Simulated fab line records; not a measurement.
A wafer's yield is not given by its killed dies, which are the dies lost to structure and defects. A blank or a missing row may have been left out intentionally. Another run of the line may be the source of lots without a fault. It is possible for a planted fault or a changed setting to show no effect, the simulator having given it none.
Which of the tools did it? / flow rit_cmos / at 1 step of a route of 202, 14 lots with 42 wafers sampled

WHAT THE GAUGES SHOWED, per wafer
Not one reading of a measure or inspect step in the record can be checked against a usual standard deviation.

WHAT TOOL EACH LOT RAN ON (gives the tool, then ch and the chambers of the sampled wafers, and finally the start)
lot=L164; RIT_REOX_OXIDATION_03=furnace-04 ch 0, day 3 04:17
lot=L166; RIT_REOX_OXIDATION_03=furnace-03 ch 0, day 3 15:22
lot=L167; RIT_REOX_OXIDATION_03=furnace-04 ch 0, day 3 20:08
lot=L168; RIT_REOX_OXIDATION_03=furnace-04 ch 0, day 4 02:34
lot=L170; RIT_REOX_OXIDATION_03=furnace-01 ch 0, day 4 13:22
lot=L172; RIT_REOX_OXIDATION_03=furnace-01 ch 0, day 4 20:35
lot=L174; RIT_REOX_OXIDATION_03=furnace-04, day 5 13:46
lot=L175; RIT_REOX_OXIDATION_03=furnace-01, day 5 21:03
lot=L180; RIT_REOX_OXIDATION_03=furnace-01 ch 0, day 7 08:44
lot=L181; RIT_REOX_OXIDATION_03=furnace-04 ch 0, day 7 15:29
lot=L182; RIT_REOX_OXIDATION_03=furnace-04 ch 0, day 7 15:29
lot=L183; RIT_REOX_OXIDATION_03=furnace-01 ch 0, day 7 21:07
lot=L184; RIT_REOX_OXIDATION_03=furnace-01 ch 0, day 8 05:19
lot=L185; RIT_REOX_OXIDATION_03=furnace-01 ch 0, day 8 05:19
- RIT_REOX_OXIDATION_03: target thk 25.2 nm, ox time 5580 s.

WHAT THE TOOLS THEMSELVES READ (means of the sampled wafers that have a number; where no wafer has one, the mark that the record gives instead)
RIT_REOX_OXIDATION_03.
lot=L164; tool=furnace-04; ox_temp_c (C)=899.9; ox_temp_c_max=903.6; spike_tc_centre_C (C)=901.7
lot=L166; tool=furnace-03; ox_temp_c (C)=899.8; ox_temp_c_max=902.8; spike_tc_centre_C (C)=901.7
lot=L167; tool=furnace-04; ox_temp_c (C)=900.2; ox_temp_c_max=904.7; spike_tc_centre_C (C)=901.0
lot=L168; tool=furnace-04; ox_temp_c (C)=900.2; ox_temp_c_max=905.0; spike_tc_centre_C (C)=900.9
lot=L170; tool=furnace-01; ox_temp_c (C)=900.5; ox_temp_c_max=905.4; spike_tc_centre_C (C)=903.0
lot=L172; tool=furnace-01; ox_temp_c (C)=900.0; ox_temp_c_max=906.1; spike_tc_centre_C (C)=902.6
lot=L174; tool=furnace-04; ox_temp_c (C)=-; ox_temp_c_max=-; spike_tc_centre_C (C)=-
lot=L175; tool=furnace-01; ox_temp_c (C)=-; ox_temp_c_max=-; spike_tc_centre_C (C)=-
lot=L180; tool=furnace-01; ox_temp_c (C)=899.0; ox_temp_c_max=905.8; spike_tc_centre_C (C)=903.4
lot=L181; tool=furnace-04; ox_temp_c (C)=900.1; ox_temp_c_max=904.7; spike_tc_centre_C (C)=902.2
lot=L182; tool=furnace-04; ox_temp_c (C)=899.5; ox_temp_c_max=903.8; spike_tc_centre_C (C)=900.4
lot=L183; tool=furnace-01; ox_temp_c (C)=899.7; ox_temp_c_max=905.5; spike_tc_centre_C (C)=903.7
lot=L184; tool=furnace-01; ox_temp_c (C)=899.1; ox_temp_c_max=905.6; spike_tc_centre_C (C)=904.3
lot=L185; tool=furnace-01; ox_temp_c (C)=899.9; ox_temp_c_max=906.5; spike_tc_centre_C (C)=903.0

THE ANSWER, worked out from the rows above alone
Rule: the usual values come from the lots themselves. Put in order of their means at a reading, lots are off if they are a third of the lots or fewer, leave a main group of 4 or more, and stand apart from it by a gap of 3 or more times the standard deviation of the main group's means; of several such gaps the widest counts. The tables above print the reading to a certain number of digits; a main group whose means all agree to those digits is not used. A lot without any number at a reading at which 4 lots or more have one is off too. Any other lot the step has rows for is counted as sound. After the gauges, taken in route order, come the tools' own readings; for these a lot's mean is taken, as printed above. At the first step where some lot is off, the reading lying furthest off is the one used; lots without a number count as furthest.
Off: L174, L175 (RIT_REOX_OXIDATION_03, ox_temp_c). Without a number there: L174, L175. Main group: mean 899.8 C, sd 0.43.
If a tool, at that step or one of the process steps before it, ran each lot that is off and ran no sound lot following the first of them, it fits. No candidate that was tried fits.

WHAT HAD BEEN PUT IN BY THE SIMULATOR
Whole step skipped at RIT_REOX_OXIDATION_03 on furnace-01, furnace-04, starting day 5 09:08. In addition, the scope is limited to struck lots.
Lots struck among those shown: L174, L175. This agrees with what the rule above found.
